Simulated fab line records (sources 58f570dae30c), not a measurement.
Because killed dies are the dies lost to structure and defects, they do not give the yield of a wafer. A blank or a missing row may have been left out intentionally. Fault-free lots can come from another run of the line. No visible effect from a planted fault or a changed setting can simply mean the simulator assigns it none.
Which tool is to blame? | flow berkeley-cmos170 | Sampling: 14 lots, 42 wafers, 3 of 331 route steps

== WHAT THE GAUGES READ, wafer by wafer ==
UCB170_M2_RS_MEAS_02: measures by four-point-probe.
lot  | measured     | on            | M2_AL_RS (ohm/sq)
L587 | day 7 19:04  | film-metro-02 | 0.03293 0.03287 0.03302
L589 | day 8 05:20  | film-metro-03 | 0.03302 0.03299 0.033
L590 | day 8 14:17  | film-metro-01 | 0.03278 0.03286 0.03287
L592 | day 8 14:31  | film-metro-02 | 0.0325 0.03227 0.03211
L593 | day 8 14:20  | film-metro-03 | 0.03227 0.03246 0.0325
L594 | day 8 14:11  | film-metro-02 | 0.03271 0.03271 0.03272
L596 | day 9 13:30  | film-metro-02 | 0.03261 0.03281 0.03267
L597 | day 9 13:38  | film-metro-03 | 0.03263 0.03256 0.03258
L598 | day 9 18:18  | film-metro-03 | 0.03291 0.03302 0.03283
L599 | day 9 18:47  | film-metro-01 | 0.0328 0.03275 0.03268
L601 | day 10 04:51 | film-metro-02 | 0.03232 0.03243 0.03281
L604 | day 11 05:11 | film-metro-02 | 0.03297 0.03316 0.03322
L606 | day 11 18:59 | film-metro-01 | 0.03276 0.0328 0.03284
L608 | day 11 19:14 | film-metro-02 | 0.03248 0.03256 0.03248

UCB170_V2_CD_MEAS_12: target cd 700 nm.
lot  | measured     | on        | cd-nm (nm)
L587 | day 7 23:28  | cd-sem-01 | 697.4 696.6 696.6
L589 | day 8 10:11  | cd-sem-02 | 700.9 701.3 701.0
L590 | day 8 20:46  | cd-sem-01 | 695.1 696.9 698.0
L592 | day 8 21:15  | cd-sem-01 | 698.4 699.8 699.0
L593 | day 8 21:01  | cd-sem-01 | 698.9 699.7 698.8
L594 | day 8 20:31  | cd-sem-01 | 700.7 702.0 701.5
L596 | day 9 18:15  | cd-sem-02 | 698.6 700.1 699.3
L597 | day 9 18:47  | cd-sem-01 | 698.2 699.2 698.8
L598 | day 10 01:25 | cd-sem-01 | 699.4 700.6 699.5
L599 | day 10 01:39 | cd-sem-02 | 699.4 699.5 700.1
L601 | day 10 10:59 | cd-sem-01 | 701.4 701.0 700.4
L604 | day 11 09:41 | cd-sem-01 | 699.2 699.4 699.1
L606 | day 12 00:22 | cd-sem-02 | 702.3 701.0 702.8
L608 | day 12 00:35 | cd-sem-02 | 700.3 699.2 699.4

== WHAT TOOL EACH LOT RAN ON (gives the tool, then ch and the chambers of the sampled wafers, and finally the start) ==
lot  | UCB170_NWELL_CVD_04
L587 | lpcvd-02 ch 0, day 2 01:31
L589 | lpcvd-02 ch 0, day 2 14:01
L590 | lpcvd-02 ch 1, day 2 19:17
L592 | lpcvd-02 ch 0, day 3 05:15
L593 | lpcvd-01 ch 1, day 3 06:56
L594 | lpcvd-01 ch 0, day 3 12:26
L596 | lpcvd-02 ch 0, day 4 08:55
L597 | lpcvd-02 ch 0, day 4 08:55
L598 | lpcvd-01 ch 0, day 4 17:14
L599 | lpcvd-01 ch 1, day 4 17:14
L601 | lpcvd-01 ch 1, day 5 02:49
L604 | lpcvd-01 ch 1, day 5 21:07
L606 | lpcvd-02 ch 1, day 6 09:20
L608 | lpcvd-02 ch 1, day 6 11:59
- UCB170_NWELL_CVD_04: deposits Si3N4 from SiH2Cl2/NH3, target thk 224 nm, time 3360 s.

== WHAT THE TOOLS THEMSELVES READ (means of the sampled wafers that have a number; where no wafer has one, the mark that the record gives instead) ==
The record holds no such reading with a usual standard deviation.

== THE ANSWER, worked out from the rows above alone ==
Rule: usual is defined by the lots themselves. The widest of any qualifying gaps counts: lots, ordered by their means at a reading, are off when they make up no more than a third of the lots, leave a main group of 4 or more, and stand apart from it by 3 or more times the standard deviation of that group's means. A main group whose means are all the same, to the digits that the tables above print for the reading, isn't used. A lot without any number at a reading at which 4 lots or more have one is off too. Any other lot the step has rows for is counted as sound. The gauges are gone through in route order, then the tools' own readings, and for those a lot's mean is taken as printed above. At the first step where some lot is off, the reading lying furthest off is the one used; lots without a number count as furthest.
Nothing can be told from this: no lot is off at any reading shown.

== WHAT THE SIMULATOR HAD PUT IN ==
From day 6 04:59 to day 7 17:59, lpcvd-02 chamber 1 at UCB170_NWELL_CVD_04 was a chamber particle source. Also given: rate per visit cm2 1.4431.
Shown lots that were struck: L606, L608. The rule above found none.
